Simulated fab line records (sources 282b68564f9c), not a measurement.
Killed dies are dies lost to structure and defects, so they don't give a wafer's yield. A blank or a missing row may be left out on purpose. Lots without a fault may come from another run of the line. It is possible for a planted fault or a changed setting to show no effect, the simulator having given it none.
fab line records :: flow rit_cmos
record
  lots=14
  wafers=42
  last_day=7
route steps=202 shown GATE@84 M1@202
lots that met no fault: from a run of the same line without faults
start_h: the number of hours between the record's first day and the start of the first shown wafer of the lot :: wait_h: hours elapsed since this lot's preceding step :: " the same as in the row above :: L1.1+2: a single row standing in for several wafers :: - value missing, or start not given :: * or withheld: withheld :: < > ~ a bound
route shown NAME@n: names a module that has steps shown in the file, with the first one's number in the route :: usual: mean/standard deviation taken from wafers without a fault :: same: alike in all rows :: chamber/n: place in a boat :: sites: per-site readings :: _std_site: the values' standard deviation :: _edge_site: inner sites' mean taken away from outer sites' mean :: radius_mm: for every site, how far away it sits from the centre of the wafer :: mask NAME#n: copy n :: behind: the most recent tool/chamber to have shaped the wafer :: hold: why the lot was held/for how many hours/how that ended :: device: names the non-switching transistor (n, p or np) :: end of line: the route-end tests of the same wafers :: where a step has no rows: the recipe by itself :: killed: count of dies lost to structure and defects at first sort (not the wafer's yield) :: map: a wafer's dies, marking killed ones x, the rest . and places with no die _
set.NAME: the setting the step ran with; set.NAME@STEP: the setting that earlier step ran with :: model.NAME: the simulator's own value behind a step, which no gauge read
route steps across a sampled set of lots; one table per step, one row per wafer
services: the hour from which a tool's chamber was out of use, counted from the record's first day as start_h (under 0 if before that day), plus the number of hours and why
## steps
# step RIT_GATE_CVD_08
# recipe
  material=poly-Si
  target_thk_nm=250
  temp_c=610
  precursor=SiH4
  time_s=2220
  pressure_mtorr=300
  sih4_flow_sccm=100
# usual
  spike_tc_load_C=631.8/1.4
  zone_power_source_pct=11.6/0.33
lot.wafer: L878.1
tool: lpcvd-02
chamber: 1
start_h: 39.91
wait_h: 0.1
spike_tc_load_C: 633.3
zone_power_source_pct: 11.3

lot.wafer: L878.4
tool: lpcvd-02
chamber: 1
start_h: 39.91
wait_h: 0.1
spike_tc_load_C: 632.8
zone_power_source_pct: 11.3

lot.wafer: L878.6
tool: lpcvd-02
chamber: 1
start_h: 39.91
wait_h: 0.1
spike_tc_load_C: 633.8
zone_power_source_pct: 11.2

lot.wafer: L879.2
tool: lpcvd-02
chamber: 0
start_h: 42.56
wait_h: 0.0
spike_tc_load_C: 630.2
zone_power_source_pct: 11.5

lot.wafer: L879.3
tool: lpcvd-02
chamber: 0
start_h: 42.56
wait_h: 0.0
spike_tc_load_C: 631.5
zone_power_source_pct: 11.6

lot.wafer: L879.4
tool: lpcvd-02
chamber: 0
start_h: 42.56
wait_h: 0.0
spike_tc_load_C: 629.9
zone_power_source_pct: 11.4

lot.wafer: L880.1
tool: lpcvd-02
chamber: 0
start_h: 44.52
wait_h: 0.1
spike_tc_load_C: 630.8
zone_power_source_pct: 11.6

lot.wafer: L880.2
tool: lpcvd-02
chamber: 0
start_h: 44.52
wait_h: 0.1
spike_tc_load_C: 630.5
zone_power_source_pct: 11.5

lot.wafer: L880.5
tool: lpcvd-02
chamber: 0
start_h: 44.52
wait_h: 0.1
spike_tc_load_C: 629.3
zone_power_source_pct: 11.4

lot.wafer: L881.2
tool: lpcvd-01
chamber: 0
start_h: 49.91
wait_h: 0.0
spike_tc_load_C: 631.4
zone_power_source_pct: 12.1

lot.wafer: L881.5
tool: lpcvd-01
chamber: 0
start_h: 49.91
wait_h: 0.0
spike_tc_load_C: 631.0
zone_power_source_pct: 12.0

lot.wafer: L881.6
tool: lpcvd-01
chamber: 0
start_h: 49.91
wait_h: 0.0
spike_tc_load_C: 629.3
zone_power_source_pct: 12.1

lot.wafer: L882.2
tool: lpcvd-01
chamber: 1
start_h: 55.09
wait_h: 0.4
spike_tc_load_C: 629.2
zone_power_source_pct: 11.5

lot.wafer: L882.3
tool: lpcvd-01
chamber: 1
start_h: 55.09
wait_h: 0.4
spike_tc_load_C: 631.1
zone_power_source_pct: 11.6

lot.wafer: L882.4
tool: lpcvd-01
chamber: 1
start_h: 55.09
wait_h: 0.4
spike_tc_load_C: 633.2
zone_power_source_pct: 11.5

lot.wafer: L883.3
tool: lpcvd-02
chamber: 1
start_h: 60.51
wait_h: 0.0
spike_tc_load_C: 632.4
zone_power_source_pct: 11.2

lot.wafer: L883.4
tool: lpcvd-02
chamber: 1
start_h: 60.51
wait_h: 0.0
spike_tc_load_C: 633.0
zone_power_source_pct: 11.2

lot.wafer: L883.6
tool: lpcvd-02
chamber: 1
start_h: 60.51
wait_h: 0.0
spike_tc_load_C: 632.2
zone_power_source_pct: 11.3

lot.wafer: L885.1
tool: lpcvd-01
chamber: 1
start_h: 68.44
wait_h: 0.1
spike_tc_load_C: 631.3
zone_power_source_pct: 11.7

lot.wafer: L885.2
tool: lpcvd-01
chamber: 1
start_h: 68.44
wait_h: 0.1
spike_tc_load_C: 631.0
zone_power_source_pct: 11.5

lot.wafer: L885.4
tool: lpcvd-01
chamber: 1
start_h: 68.44
wait_h: 0.1
spike_tc_load_C: 630.4
zone_power_source_pct: 11.6

lot.wafer: L887.1
tool: lpcvd-02
chamber: 1
start_h: 79.08
wait_h: 0.1
spike_tc_load_C: 632.8
zone_power_source_pct: 11.4

lot.wafer: L887.2
tool: lpcvd-02
chamber: 1
start_h: 79.08
wait_h: 0.1
spike_tc_load_C: 630.9
zone_power_source_pct: 11.2

lot.wafer: L887.5
tool: lpcvd-02
chamber: 1
start_h: 79.08
wait_h: 0.1
spike_tc_load_C: 634.8
zone_power_source_pct: 11.2

lot.wafer: L889.2
tool: lpcvd-01
chamber: 0
start_h: 88.59
wait_h: 0.0
spike_tc_load_C: 629.8
zone_power_source_pct: 12.3

lot.wafer: L889.4
tool: lpcvd-01
chamber: 0
start_h: 88.59
wait_h: 0.0
spike_tc_load_C: 631.6
zone_power_source_pct: 12.2

lot.wafer: L889.5
tool: lpcvd-01
chamber: 0
start_h: 88.59
wait_h: 0.0
spike_tc_load_C: 630.1
zone_power_source_pct: 12.0

lot.wafer: L890.2
tool: lpcvd-02
chamber: 1
start_h: 93.23
wait_h: 0.0
spike_tc_load_C: 631.4
zone_power_source_pct: 11.2

lot.wafer: L890.3
tool: lpcvd-02
chamber: 1
start_h: 93.23
wait_h: 0.0
spike_tc_load_C: 632.5
zone_power_source_pct: 11.4

lot.wafer: L890.4
tool: lpcvd-02
chamber: 1
start_h: 93.23
wait_h: 0.0
spike_tc_load_C: 633.5
zone_power_source_pct: 11.2

lot.wafer: L891.2
tool: lpcvd-01
chamber: 1
start_h: 98.44
wait_h: 0.0
spike_tc_load_C: 631.0
zone_power_source_pct: 11.7

lot.wafer: L891.3
tool: lpcvd-01
chamber: 1
start_h: 98.44
wait_h: 0.0
spike_tc_load_C: 633.5
zone_power_source_pct: 11.6

lot.wafer: L891.4
tool: lpcvd-01
chamber: 1
start_h: 98.44
wait_h: 0.0
spike_tc_load_C: 631.9
zone_power_source_pct: 11.6

lot.wafer: L896.3
tool: lpcvd-01
chamber: 1
start_h: 124.76
wait_h: 0.0
spike_tc_load_C: 631.7
zone_power_source_pct: 11.7

lot.wafer: L896.5
tool: lpcvd-01
chamber: 1
start_h: 124.76
wait_h: 0.0
spike_tc_load_C: 631.5
zone_power_source_pct: 11.5

lot.wafer: L896.6
tool: lpcvd-01
chamber: 1
start_h: 124.76
wait_h: 0.0
spike_tc_load_C: 631.1
zone_power_source_pct: 11.7

lot.wafer: L900.3
tool: lpcvd-01
chamber: 0
start_h: 143.98
wait_h: 0.0
spike_tc_load_C: 629.7
zone_power_source_pct: 12.2

lot.wafer: L900.4
tool: lpcvd-01
chamber: 0
start_h: 143.98
wait_h: 0.0
spike_tc_load_C: 630.7
zone_power_source_pct: 12.1

lot.wafer: L900.5
tool: lpcvd-01
chamber: 0
start_h: 143.98
wait_h: 0.0
spike_tc_load_C: 629.3
zone_power_source_pct: 11.9

lot.wafer: L901.2
tool: lpcvd-01
chamber: 1
start_h: 148.68
wait_h: 0.0
spike_tc_load_C: 630.0
zone_power_source_pct: 11.6

lot.wafer: L901.5
tool: lpcvd-01
chamber: 1
start_h: 148.68
wait_h: 0.0
spike_tc_load_C: 632.8
zone_power_source_pct: 11.6

lot.wafer: L901.6
tool: lpcvd-01
chamber: 1
start_h: 148.68
wait_h: 0.0
spike_tc_load_C: 631.2
zone_power_source_pct: 11.5
# step RIT_GATE_THK_MEAS_09
# recipe
  reads=poly-Si_of_GATE_CVD_08
# usual
  GATE_POLY_THK=250.5/2.7
lot.wafer: L878.1
tool: film_metro-04
chamber: -
start_h: 41.53
wait_h: 0.0
GATE_POLY_THK[nm]: 249.0

lot.wafer: L878.4
tool: film_metro-04
chamber: -
start_h: 41.53
wait_h: 0.0
GATE_POLY_THK[nm]: 249.9

lot.wafer: L878.6
tool: film_metro-04
chamber: -
start_h: 41.53
wait_h: 0.0
GATE_POLY_THK[nm]: 249.2

lot.wafer: L879.2
tool: film_metro-01
chamber: -
start_h: 44.18
wait_h: 0.0
GATE_POLY_THK[nm]: 253.5

lot.wafer: L879.3
tool: film_metro-01
chamber: -
start_h: 44.18
wait_h: 0.0
GATE_POLY_THK[nm]: 252.4

lot.wafer: L879.4
tool: film_metro-01
chamber: -
start_h: 44.18
wait_h: 0.0
GATE_POLY_THK[nm]: 252.8

lot.wafer: L880.1
tool: film_metro-01
chamber: -
start_h: 46.13
wait_h: 0.0
GATE_POLY_THK[nm]: 251.5

lot.wafer: L880.2
tool: film_metro-01
chamber: -
start_h: 46.13
wait_h: 0.0
GATE_POLY_THK[nm]: 249.6

lot.wafer: L880.5
tool: film_metro-01
chamber: -
start_h: 46.13
wait_h: 0.0
GATE_POLY_THK[nm]: 251.9

lot.wafer: L881.2
tool: film_metro-04
chamber: -
start_h: 51.54
wait_h: 0.0
GATE_POLY_THK[nm]: 248.9

lot.wafer: L881.5
tool: film_metro-04
chamber: -
start_h: 51.54
wait_h: 0.0
GATE_POLY_THK[nm]: 250.8

lot.wafer: L881.6
tool: film_metro-04
chamber: -
start_h: 51.54
wait_h: 0.0
GATE_POLY_THK[nm]: 249.9

lot.wafer: L882.2
tool: film_metro-04
chamber: -
start_h: 56.72
wait_h: 0.0
GATE_POLY_THK[nm]: 254.2

lot.wafer: L882.3
tool: film_metro-04
chamber: -
start_h: 56.72
wait_h: 0.0
GATE_POLY_THK[nm]: 255.6

lot.wafer: L882.4
tool: film_metro-04
chamber: -
start_h: 56.72
wait_h: 0.0
GATE_POLY_THK[nm]: 255.3

lot.wafer: L883.3
tool: film_metro-04
chamber: -
start_h: 62.95
wait_h: 0.0
GATE_POLY_THK[nm]: 250.1

lot.wafer: L883.4
tool: film_metro-04
chamber: -
start_h: 62.95
wait_h: 0.0
GATE_POLY_THK[nm]: 253.2

lot.wafer: L883.6
tool: film_metro-04
chamber: -
start_h: 62.95
wait_h: 0.0
GATE_POLY_THK[nm]: 252.8

lot.wafer: L885.1
tool: film_metro-02
chamber: -
start_h: 70.06
wait_h: 0.0
GATE_POLY_THK[nm]: 245.4

lot.wafer: L885.2
tool: film_metro-02
chamber: -
start_h: 70.06
wait_h: 0.0
GATE_POLY_THK[nm]: 245.0

lot.wafer: L885.4
tool: film_metro-02
chamber: -
start_h: 70.06
wait_h: 0.0
GATE_POLY_THK[nm]: 244.9

lot.wafer: L887.1
tool: film_metro-02
chamber: -
start_h: 81.51
wait_h: 0.0
GATE_POLY_THK[nm]: 246.5

lot.wafer: L887.2
tool: film_metro-02
chamber: -
start_h: 81.51
wait_h: 0.0
GATE_POLY_THK[nm]: 250.5

lot.wafer: L887.5
tool: film_metro-02
chamber: -
start_h: 81.51
wait_h: 0.0
GATE_POLY_THK[nm]: 249.9

lot.wafer: L889.2
tool: film_metro-02
chamber: -
start_h: 90.22
wait_h: 0.0
GATE_POLY_THK[nm]: 256.5

lot.wafer: L889.4
tool: film_metro-02
chamber: -
start_h: 90.22
wait_h: 0.0
GATE_POLY_THK[nm]: 256.7

lot.wafer: L889.5
tool: film_metro-02
chamber: -
start_h: 90.22
wait_h: 0.0
GATE_POLY_THK[nm]: 256.5

lot.wafer: L890.2
tool: film_metro-04
chamber: -
start_h: 94.86
wait_h: 0.0
GATE_POLY_THK[nm]: 247.4

lot.wafer: L890.3
tool: film_metro-04
chamber: -
start_h: 94.86
wait_h: 0.0
GATE_POLY_THK[nm]: 248.8

lot.wafer: L890.4
tool: film_metro-04
chamber: -
start_h: 94.86
wait_h: 0.0
GATE_POLY_THK[nm]: 247.3

lot.wafer: L891.2
tool: film_metro-02
chamber: -
start_h: 100.11
wait_h: 0.1
GATE_POLY_THK[nm]: 248.8

lot.wafer: L891.3
tool: film_metro-02
chamber: -
start_h: 100.11
wait_h: 0.1
GATE_POLY_THK[nm]: 247.9

lot.wafer: L891.4
tool: film_metro-02
chamber: -
start_h: 100.11
wait_h: 0.1
GATE_POLY_THK[nm]: 249.7

lot.wafer: L896.3
tool: film_metro-02
chamber: -
start_h: 127.20
wait_h: 0.0
GATE_POLY_THK[nm]: 250.9

lot.wafer: L896.5
tool: film_metro-02
chamber: -
start_h: 127.20
wait_h: 0.0
GATE_POLY_THK[nm]: 248.9

lot.wafer: L896.6
tool: film_metro-02
chamber: -
start_h: 127.20
wait_h: 0.0
GATE_POLY_THK[nm]: 249.2

lot.wafer: L900.3
tool: film_metro-02
chamber: -
start_h: 145.62
wait_h: 0.0
GATE_POLY_THK[nm]: 188.2

lot.wafer: L900.4
tool: film_metro-02
chamber: -
start_h: 145.62
wait_h: 0.0
GATE_POLY_THK[nm]: 187.8

lot.wafer: L900.5
tool: film_metro-02
chamber: -
start_h: 145.62
wait_h: 0.0
GATE_POLY_THK[nm]: 186.8

lot.wafer: L901.2
tool: film_metro-01
chamber: -
start_h: 150.30
wait_h: 0.0
GATE_POLY_THK[nm]: 189.4

lot.wafer: L901.5
tool: film_metro-01
chamber: -
start_h: 150.30
wait_h: 0.0
GATE_POLY_THK[nm]: 187.5

lot.wafer: L901.6
tool: film_metro-01
chamber: -
start_h: 150.30
wait_h: 0.0
GATE_POLY_THK[nm]: 187.8
# step RIT_GATE_ETCH_19
# recipe
  chemistry=SF6/CHF3/O2
  time_s=165
  SF6_flow_sccm=30
  CHF3_flow_sccm=30
  O2_flow_sccm=5
  target=poly-Si
  pressure_mtorr=40
  rf_w=160
  target_depth_a=3125
  over_etch_frac=0.25
  stop_on=SiO2
# usual
  CHF3_flow_sccm=30.00/0.082
  chamber_pressure_mTorr=40.00/0.036
  drypump_motor_current_A=5.96/0.28
  oes_product_au=0.856/0.014
  throttle_valve_pct=10.20/0.075
# same
  over_etch_frac=0.25
lot.wafer: L878.1
tool: rie_si-02
chamber: 0
start_h: 42.87
wait_h: 0.1
CHF3_flow_sccm: 29.86
chamber_pressure_mTorr: 39.95
drypump_motor_current_A: 6.03
oes_product_au: 0.874
rf_hours_counter_h: 150
throttle_valve_pct: 10.08

lot.wafer: L878.4
tool: rie_si-02
chamber: 2
start_h: 42.87
wait_h: 0.1
CHF3_flow_sccm: 29.96
chamber_pressure_mTorr: 39.99
drypump_motor_current_A: 5.83
oes_product_au: 0.866
rf_hours_counter_h: 1
throttle_valve_pct: 10.19

lot.wafer: L878.6
tool: rie_si-02
chamber: 2
start_h: 42.87
wait_h: 0.1
CHF3_flow_sccm: 30.11
chamber_pressure_mTorr: 40.01
drypump_motor_current_A: 5.85
oes_product_au: 0.858
rf_hours_counter_h: -
throttle_valve_pct: 10.20

lot.wafer: L879.2
tool: rie_si-01
chamber: 0
start_h: 45.51
wait_h: 0.1
CHF3_flow_sccm: 30.18
chamber_pressure_mTorr: 40.04
drypump_motor_current_A: 5.73
oes_product_au: 0.886
rf_hours_counter_h: 13
throttle_valve_pct: 10.13

lot.wafer: L879.3
tool: rie_si-01
chamber: 3
start_h: 45.51
wait_h: 0.1
CHF3_flow_sccm: 30.00
chamber_pressure_mTorr: 40.00
drypump_motor_current_A: 6.19
oes_product_au: 0.862
rf_hours_counter_h: 142
throttle_valve_pct: 10.09

lot.wafer: L879.4
tool: rie_si-01
chamber: 1
start_h: 45.51
wait_h: 0.1
CHF3_flow_sccm: 29.95
chamber_pressure_mTorr: 39.98
drypump_motor_current_A: 5.41
oes_product_au: 0.857
rf_hours_counter_h: 3
throttle_valve_pct: 10.19

lot.wafer: L880.1
tool: rie_si-02
chamber: 3
start_h: 47.35
wait_h: 0.1
CHF3_flow_sccm: 29.98
chamber_pressure_mTorr: 39.97
drypump_motor_current_A: 6.44
oes_product_au: 0.872
rf_hours_counter_h: 3
throttle_valve_pct: 10.27

lot.wafer: L880.2
tool: rie_si-02
chamber: 0
start_h: 47.35
wait_h: 0.1
CHF3_flow_sccm: 29.96
chamber_pressure_mTorr: 39.95
drypump_motor_current_A: 6.02
oes_product_au: 0.865
rf_hours_counter_h: 151
throttle_valve_pct: 10.10

lot.wafer: L880.5
tool: rie_si-02
chamber: 3
start_h: 47.35
wait_h: 0.1
CHF3_flow_sccm: 29.91
chamber_pressure_mTorr: 40.04
drypump_motor_current_A: 6.49
oes_product_au: 0.874
rf_hours_counter_h: -
throttle_valve_pct: 10.27

lot.wafer: L881.2
tool: rie_si-01
chamber: 3
start_h: 53.02
wait_h: 0.1
CHF3_flow_sccm: 29.88
chamber_pressure_mTorr: 40.05
drypump_motor_current_A: 6.20
oes_product_au: 0.853
rf_hours_counter_h: 143
throttle_valve_pct: 10.10

lot.wafer: L881.5
tool: rie_si-01
chamber: 2
start_h: 53.02
wait_h: 0.1
CHF3_flow_sccm: 30.03
chamber_pressure_mTorr: 39.96
drypump_motor_current_A: 5.97
oes_product_au: 0.842
rf_hours_counter_h: -
throttle_valve_pct: 10.32

lot.wafer: L881.6
tool: rie_si-01
chamber: 3
start_h: 53.02
wait_h: 0.1
CHF3_flow_sccm: 29.98
chamber_pressure_mTorr: 40.03
drypump_motor_current_A: 6.21
oes_product_au: 0.853
rf_hours_counter_h: -
throttle_valve_pct: 10.11

lot.wafer: L882.2
tool: rie_si-02
chamber: 3
start_h: 58.08
wait_h: 0.1
CHF3_flow_sccm: 29.94
chamber_pressure_mTorr: 40.00
drypump_motor_current_A: 6.46
oes_product_au: 0.874
rf_hours_counter_h: 3
throttle_valve_pct: 10.26

lot.wafer: L882.3
tool: rie_si-02
chamber: 2
start_h: 58.08
wait_h: 0.1
CHF3_flow_sccm: 29.95
chamber_pressure_mTorr: 39.99
drypump_motor_current_A: 5.86
oes_product_au: 0.873
rf_hours_counter_h: 1
throttle_valve_pct: 10.19

lot.wafer: L882.4
tool: rie_si-02
chamber: 0
start_h: 58.08
wait_h: 0.1
CHF3_flow_sccm: 30.11
chamber_pressure_mTorr: 40.05
drypump_motor_current_A: 5.99
oes_product_au: 0.876
rf_hours_counter_h: 151
throttle_valve_pct: 10.08

lot.wafer: L883.3
tool: rie_si-01
chamber: 3
start_h: 64.27
wait_h: 0.1
CHF3_flow_sccm: 30.06
chamber_pressure_mTorr: 40.00
drypump_motor_current_A: 6.20
oes_product_au: 0.849
rf_hours_counter_h: 143
throttle_valve_pct: 10.11

lot.wafer: L883.4
tool: rie_si-01
chamber: 0
start_h: 64.27
wait_h: 0.1
CHF3_flow_sccm: 29.96
chamber_pressure_mTorr: 40.03
drypump_motor_current_A: 5.73
oes_product_au: 0.881
rf_hours_counter_h: 13
throttle_valve_pct: 10.14

lot.wafer: L883.6
tool: rie_si-01
chamber: 0
start_h: 64.27
wait_h: 0.1
CHF3_flow_sccm: 29.77
chamber_pressure_mTorr: 40.00
drypump_motor_current_A: 5.74
oes_product_au: 0.874
rf_hours_counter_h: -
throttle_valve_pct: 10.12

lot.wafer: L885.1
tool: rie_si-01
chamber: 0
start_h: 71.40
wait_h: 0.1
CHF3_flow_sccm: 29.87
chamber_pressure_mTorr: 40.00
drypump_motor_current_A: 5.74
oes_product_au: 0.866
rf_hours_counter_h: 13
throttle_valve_pct: 10.14

lot.wafer: L885.2
tool: rie_si-01
chamber: 3
start_h: 71.40
wait_h: 0.1
CHF3_flow_sccm: 29.97
chamber_pressure_mTorr: 40.01
drypump_motor_current_A: 6.20
oes_product_au: 0.833
rf_hours_counter_h: 143
throttle_valve_pct: 10.09

lot.wafer: L885.4
tool: rie_si-01
chamber: 2
start_h: 71.40
wait_h: 0.1
CHF3_flow_sccm: 30.12
chamber_pressure_mTorr: 39.99
drypump_motor_current_A: 5.98
oes_product_au: 0.838
rf_hours_counter_h: 112
throttle_valve_pct: 10.30

lot.wafer: L887.1
tool: rie_si-02
chamber: 0
start_h: 82.87
wait_h: 0.1
CHF3_flow_sccm: 30.03
chamber_pressure_mTorr: 40.02
drypump_motor_current_A: 6.05
oes_product_au: 0.859
rf_hours_counter_h: 151
throttle_valve_pct: 10.08

lot.wafer: L887.2
tool: rie_si-02
chamber: 3
start_h: 82.87
wait_h: 0.1
CHF3_flow_sccm: 30.03
chamber_pressure_mTorr: 39.97
drypump_motor_current_A: 6.44
oes_product_au: 0.872
rf_hours_counter_h: 4
throttle_valve_pct: 10.28

lot.wafer: L887.5
tool: rie_si-02
chamber: 1
start_h: 82.87
wait_h: 0.1
CHF3_flow_sccm: 29.90
chamber_pressure_mTorr: 40.00
drypump_motor_current_A: 6.04
oes_product_au: 0.843
rf_hours_counter_h: -
throttle_valve_pct: 10.28

lot.wafer: L889.2
tool: rie_si-02
chamber: 1
start_h: 91.55
wait_h: 0.1
CHF3_flow_sccm: 30.04
chamber_pressure_mTorr: 39.93
drypump_motor_current_A: 5.96
oes_product_au: 0.853
rf_hours_counter_h: 2
throttle_valve_pct: 10.27

lot.wafer: L889.4
tool: rie_si-02
chamber: 0
start_h: 91.55
wait_h: 0.1
CHF3_flow_sccm: 30.13
chamber_pressure_mTorr: 40.01
drypump_motor_current_A: 6.06
oes_product_au: 0.883
rf_hours_counter_h: 151
throttle_valve_pct: 10.09

lot.wafer: L889.5
tool: rie_si-02
chamber: 3
start_h: 91.55
wait_h: 0.1
CHF3_flow_sccm: 29.83
chamber_pressure_mTorr: 40.01
drypump_motor_current_A: 6.47
oes_product_au: 0.885
rf_hours_counter_h: -
throttle_valve_pct: 10.28

lot.wafer: L890.2
tool: rie_si-01
chamber: 0
start_h: 96.34
wait_h: 0.1
CHF3_flow_sccm: 29.96
chamber_pressure_mTorr: 39.92
drypump_motor_current_A: 5.74
oes_product_au: 0.870
rf_hours_counter_h: 14
throttle_valve_pct: 10.14

lot.wafer: L890.3
tool: rie_si-01
chamber: 2
start_h: 96.34
wait_h: 0.1
CHF3_flow_sccm: 29.95
chamber_pressure_mTorr: 40.03
drypump_motor_current_A: 6.02
oes_product_au: 0.840
rf_hours_counter_h: 113
throttle_valve_pct: 10.30

lot.wafer: L890.4
tool: rie_si-01
chamber: 1
start_h: 96.34
wait_h: 0.1
CHF3_flow_sccm: 29.97
chamber_pressure_mTorr: 39.99
drypump_motor_current_A: 5.43
oes_product_au: 0.843
rf_hours_counter_h: 3
throttle_valve_pct: 10.18

lot.wafer: L891.2
tool: rie_si-02
chamber: 0
start_h: 101.54
wait_h: 0.1
CHF3_flow_sccm: 30.04
chamber_pressure_mTorr: 40.01
drypump_motor_current_A: 6.04
oes_product_au: 0.861
rf_hours_counter_h: 151
throttle_valve_pct: 10.07

lot.wafer: L891.3
tool: rie_si-02
chamber: 2
start_h: 101.54
wait_h: 0.1
CHF3_flow_sccm: 29.95
chamber_pressure_mTorr: 40.00
drypump_motor_current_A: 5.83
oes_product_au: 0.855
rf_hours_counter_h: 1
throttle_valve_pct: 10.19

lot.wafer: L891.4
tool: rie_si-02
chamber: 3
start_h: 101.54
wait_h: 0.1
CHF3_flow_sccm: 30.03
chamber_pressure_mTorr: 40.00
drypump_motor_current_A: 6.44
oes_product_au: 0.868
rf_hours_counter_h: 4
throttle_valve_pct: 10.28

lot.wafer: L896.3
tool: rie_si-01
chamber: 1
start_h: 128.40
wait_h: 0.1
CHF3_flow_sccm: 29.98
chamber_pressure_mTorr: 40.00
drypump_motor_current_A: 5.40
oes_product_au: 0.844
rf_hours_counter_h: 4
throttle_valve_pct: 10.20

lot.wafer: L896.5
tool: rie_si-01
chamber: 1
start_h: 128.40
wait_h: 0.1
CHF3_flow_sccm: 30.01
chamber_pressure_mTorr: 39.94
drypump_motor_current_A: 5.42
oes_product_au: 0.841
rf_hours_counter_h: -
throttle_valve_pct: 10.19

lot.wafer: L896.6
tool: rie_si-01
chamber: 0
start_h: 128.40
wait_h: 0.1
CHF3_flow_sccm: 30.00
chamber_pressure_mTorr: 40.03
drypump_motor_current_A: 5.71
oes_product_au: 0.873
rf_hours_counter_h: -
throttle_valve_pct: 10.12

lot.wafer: L900.3
tool: rie_si-01
chamber: 0
start_h: 146.82
wait_h: 0.1
CHF3_flow_sccm: 30.12
chamber_pressure_mTorr: 39.98
drypump_motor_current_A: 5.75
oes_product_au: 0.717
rf_hours_counter_h: 14
throttle_valve_pct: 10.12

lot.wafer: L900.4
tool: rie_si-01
chamber: 0
start_h: 146.82
wait_h: 0.1
CHF3_flow_sccm: 29.91
chamber_pressure_mTorr: 40.01
drypump_motor_current_A: 5.72
oes_product_au: 0.721
rf_hours_counter_h: -
throttle_valve_pct: 10.14

lot.wafer: L900.5
tool: rie_si-01
chamber: 2
start_h: 146.82
wait_h: 0.1
CHF3_flow_sccm: 30.10
chamber_pressure_mTorr: 40.03
drypump_motor_current_A: 6.00
oes_product_au: 0.683
rf_hours_counter_h: -
throttle_valve_pct: 10.29

lot.wafer: L901.2
tool: rie_si-02
chamber: 3
start_h: 151.67
wait_h: 0.1
CHF3_flow_sccm: 29.96
chamber_pressure_mTorr: 40.03
drypump_motor_current_A: 6.42
oes_product_au: 0.720
rf_hours_counter_h: 4
throttle_valve_pct: 10.25

lot.wafer: L901.5
tool: rie_si-02
chamber: 0
start_h: 151.67
wait_h: 0.1
CHF3_flow_sccm: 30.05
chamber_pressure_mTorr: 40.04
drypump_motor_current_A: 6.05
oes_product_au: 0.698
rf_hours_counter_h: -
throttle_valve_pct: 10.09

lot.wafer: L901.6
tool: rie_si-02
chamber: 3
start_h: 151.67
wait_h: 0.1
CHF3_flow_sccm: 29.99
chamber_pressure_mTorr: 40.09
drypump_motor_current_A: 6.42
oes_product_au: 0.715
rf_hours_counter_h: -
throttle_valve_pct: 10.26
# step RIT_M1_PROBE_99
# usual
  killed_at_contacts=0.1/0.27
  killed_at_front_end=6.1/2.9
  killed_dies=6.2/2.9
  killed_open=3.2/1.9
  killed_short=3/1.9
# same
  gross_dies=264
  killed_at_M0_to_M3=0
  killed_at_M4_up=0
  killed_at_back_side=0
  killed_at_other=0
lot.wafer: L900.3
tool: prober-02
chamber: -
start_h: 167.23
wait_h: 0.2
killed_at_contacts: 0
killed_at_front_end: 3
killed_dies: 3
killed_open: 2
killed_short: 1

lot.wafer: L900.4
tool: prober-02
chamber: -
start_h: 167.28
wait_h: 0.2
killed_at_contacts: 0
killed_at_front_end: 7
killed_dies: 7
killed_open: 3
killed_short: 4

lot.wafer: L900.5
tool: prober-02
chamber: -
start_h: 167.33
wait_h: 0.2
killed_at_contacts: 1
killed_at_front_end: 9
killed_dies: 10
killed_open: 8
killed_short: 2
# killed by level:class
L900.3 GATE:geometric_particle:open=1 GATE:geometric_particle:short=1 REOX:geometric_particle:open=1
L900.4 GATE:geometric_particle:short=3 FOX1:geometric_particle:open=1 FOX1:geometric_particle:short=1 SILICIDE:geometric_particle:open=1 REOX:geometric_particle:open=1
L900.5 GATE:geometric_particle:open=5 SPACER:geometric_particle:short=2 FOX1:geometric_particle:open=1 SILICIDE:geometric_particle:open=1 CONTACT:geometric_particle:open=1
## services
tool: rie_si-02
chamber: -
start_h: 75.80
hours: 1.2
kind: repair

tool: rie_si-01
chamber: 2
start_h: 79.38
hours: 5.0
kind: repair

tool: rie_si-01
chamber: 3
start_h: 84.62
hours: 4.9
kind: repair

tool: rie_si-02
chamber: 0
start_h: 111.21
hours: 6.5
kind: repair

tool: rie_si-02
chamber: 0
start_h: 117.69
hours: -
kind: clean

tool: rie_si-02
chamber: 0
start_h: 117.69
hours: 18.6
kind: scheduled_down

tool: rie_si-02
chamber: 0
start_h: 117.69
hours: 18.6
kind: vent_cycle

tool: rie_si-02
chamber: 3
start_h: 128.69
hours: 6.2
kind: repair

tool: rie_si-01
chamber: 3
start_h: 142.15
hours: -
kind: clean

tool: rie_si-01
chamber: 3
start_h: 142.15
hours: 15.1
kind: scheduled_down

tool: rie_si-01
chamber: 3
start_h: 142.15
hours: 15.1
kind: vent_cycle
## key
first_sign
  step=RIT_GATE_THK_MEAS_09
  reading=GATE_POLY_THK
  direction=down
  sigmas=23
  usual=250.5
  struck=187.9
effect
  step=RIT_GATE_ETCH_19
  reading=oes_product_au
  direction=down
  sigmas=10
  usual=0.856
  struck=0.709
met_at RIT_GATE_CVD_08
struck_lots L900,L901
tester_left_out L900,L901
onset_between 124.76 143.98
also_fits time
fault
  kind=process_parameter_drift
  tool=lpcvd-01
  chamber=-
  onset_h=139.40
  steps=RIT_GATE_CVD_08
  channel=target_thk_nm
  offset=-62.213
  shape=step
  end_h=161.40
  acts_in=these_recipes_only
  stated=250
# tester_left_out: of these lots the tester's yield and bins aren't shown, on N5 and GAA mostly nor the transistor test; their killed dies are dies lost to structure and defects alone, not to doping, threshold or leakage, so they don't give the yield
